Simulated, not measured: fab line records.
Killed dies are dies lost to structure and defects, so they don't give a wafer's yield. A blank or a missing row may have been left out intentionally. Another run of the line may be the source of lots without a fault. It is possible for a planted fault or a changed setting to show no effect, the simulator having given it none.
Which tool is to blame? | flow berkeley-cmos170 | 7 lots with 21 wafers sampled at 2 steps, on a route of 331 steps

== WHAT THE GAUGES SHOWED, per wafer ==
UCB170_GATE_CD_MEAS_90 targets a cd of 350 nm.
lot  | measured     | on        | cd-nm (nm)
L591 | day 8 10:58  | cd-sem-02 | 353.4 352.0 352.0
L599 | day 10 11:37 | cd-sem-01 | 348.7 348.7 348.4
L602 | day 10 20:07 | cd-sem-01 | - - -
L605 | day 11 08:07 | cd-sem-02 | 348.2 348.0 347.9
L608 | day 11 17:22 | cd-sem-01 | 352.5 350.8 351.4
L610 | day 12 03:05 | cd-sem-02 | 352.3 351.4 351.4
L612 | day 12 15:05 | cd-sem-02 | 350.3 351.0 349.0

== WHICH TOOL RAN EACH LOT (tool, then ch and the chambers of the sampled wafers, then the start) ==
lot  | UCB170_GATE_CVD_04
L591 | lpcvd-02 ch 1, day 8 08:02
L599 | lpcvd-02 ch 0, day 10 08:04
L602 | lpcvd-02 ch 0, day 10 17:28
L605 | lpcvd-01 ch 1, day 11 05:12
L608 | lpcvd-02 ch 0, day 11 12:43
L610 | lpcvd-01 ch 0, day 11 22:50
L612 | lpcvd-02 ch 0, day 12 10:36
- UCB170_GATE_CVD_04: deposits poly-Si from SiH4, time 1440 s, target thk 214 nm.

== THE ANSWER, worked out from the rows above alone ==
Rule: usual is defined by the lots themselves. Put in order of their means at a reading, lots are off if they are a third of the lots or fewer, leave a main group of 4 or more, and stand apart from it by a gap of 3 or more times the standard deviation of the main group's means; of several such gaps the widest counts. A main group is skipped when, at the precision printed for the reading in the tables above, its means are all equal. Also off: a lot with no number at a reading for which 4 or more lots have one. The other lots that the step has rows for count as sound.
Off, at UCB170_GATE_CD_MEAS_90 on cd-nm: L602. Without a number there: L602. The main group has a mean of 350.4 nm with a standard deviation of 1.6.
If a tool, at a process step before that reading, ran all the lots that are off and no sound lot after the first of them, it fits. Those tools and the gauges at UCB170_GATE_CD_MEAS_90 are tried in the same way. Of those tried, none fits.

== WHAT THE SIMULATOR HAD PUT IN ==
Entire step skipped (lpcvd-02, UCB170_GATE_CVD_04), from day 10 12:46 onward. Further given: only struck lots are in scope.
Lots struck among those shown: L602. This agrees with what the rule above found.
